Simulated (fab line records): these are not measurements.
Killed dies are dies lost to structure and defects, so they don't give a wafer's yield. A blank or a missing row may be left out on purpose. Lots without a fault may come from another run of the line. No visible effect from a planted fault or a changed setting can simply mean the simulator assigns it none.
A sampling plan put to the test + flow berkeley-cmos170 + one line in one fab, 6 faults in these records, each fault weighed on the records of the lots it struck
The plan consists of the line's own looks: route steps at which the wafer is read by a gauge or an inspection but not changed. A look is open to judgement when struck wafers have a number at it and the file gives its usual mean and standard deviation on fault-free wafers. Caught: the struck wafers' mean, at a look after the fault's first step, is 4 or more of those standard deviations (sigma) away from the usual mean. On the tool: the same test on the tool's own readings at the fault's steps. Caught also covers a different recipe on the struck wafers, or a record left blank for those wafers only.

THE FAULTS, as the simulator had put them in
1. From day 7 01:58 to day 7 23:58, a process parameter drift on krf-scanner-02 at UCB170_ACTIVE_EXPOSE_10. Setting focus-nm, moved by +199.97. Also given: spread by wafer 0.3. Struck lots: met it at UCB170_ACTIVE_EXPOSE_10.
2. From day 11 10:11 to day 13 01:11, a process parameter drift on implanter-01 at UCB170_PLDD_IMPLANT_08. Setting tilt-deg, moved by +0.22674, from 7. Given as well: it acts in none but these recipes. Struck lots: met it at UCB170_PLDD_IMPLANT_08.
3. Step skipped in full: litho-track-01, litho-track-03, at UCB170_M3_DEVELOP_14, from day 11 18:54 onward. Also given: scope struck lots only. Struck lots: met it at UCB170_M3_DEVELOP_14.
4. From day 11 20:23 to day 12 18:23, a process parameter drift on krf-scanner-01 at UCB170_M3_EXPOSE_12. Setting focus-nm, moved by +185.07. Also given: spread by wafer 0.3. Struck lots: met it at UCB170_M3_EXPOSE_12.
5. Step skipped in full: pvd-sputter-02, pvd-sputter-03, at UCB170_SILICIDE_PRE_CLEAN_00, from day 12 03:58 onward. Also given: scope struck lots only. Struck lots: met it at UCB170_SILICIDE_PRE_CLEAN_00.
6. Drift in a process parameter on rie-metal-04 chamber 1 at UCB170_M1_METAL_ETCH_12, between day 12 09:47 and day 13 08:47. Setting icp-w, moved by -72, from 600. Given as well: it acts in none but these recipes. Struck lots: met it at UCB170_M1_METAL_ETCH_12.

WHAT THE PLAN SAW
| fault | on the tool itself                               | first look that catches it                   | reading, sigma | median hours from its first step to that look | hours from the fault's start to the first struck lot there | judged looks passed uncaught |
|-------|--------------------------------------------------|----------------------------------------------|----------------|-----------------------------------------------|------------------------------------------------------------|------------------------------|
| 1     | exposure-dose-mJ-cm2 -5.9 sigma                  | no look after it can be judged               | -              | -                                             | -                                                          | 0                            |
| 2     | tilt-deg +11 sigma                               | no look after it can be judged               | -              | -                                             | -                                                          | 0                            |
| 3     | the tool's record is blank for the struck wafers | not the one look that can be judged after it | -              | -                                             | -                                                          | 1                            |
| 4     | exposure-dose-mJ-cm2 -4.4 sigma                  | no look after it can be judged               | -              | -                                             | -                                                          | 0                            |
| 5     | the tool's record is blank for the struck wafers | not the one look that can be judged after it | -              | -                                             | -                                                          | 1                            |
| 6     | rf-fwd-power-W -34 sigma                         | not the one look that can be judged after it | -              | -                                             | -                                                          | 1                            |
A dash: this means the fault isn't caught or the number doesn't appear in these records.

Caught at a look: 0 of 6. Caught on the tool: 6 of 6. By one or the other: 6 of 6.
Caught on the tool alone: faults 1, 2, 3, 4, 5, 6.
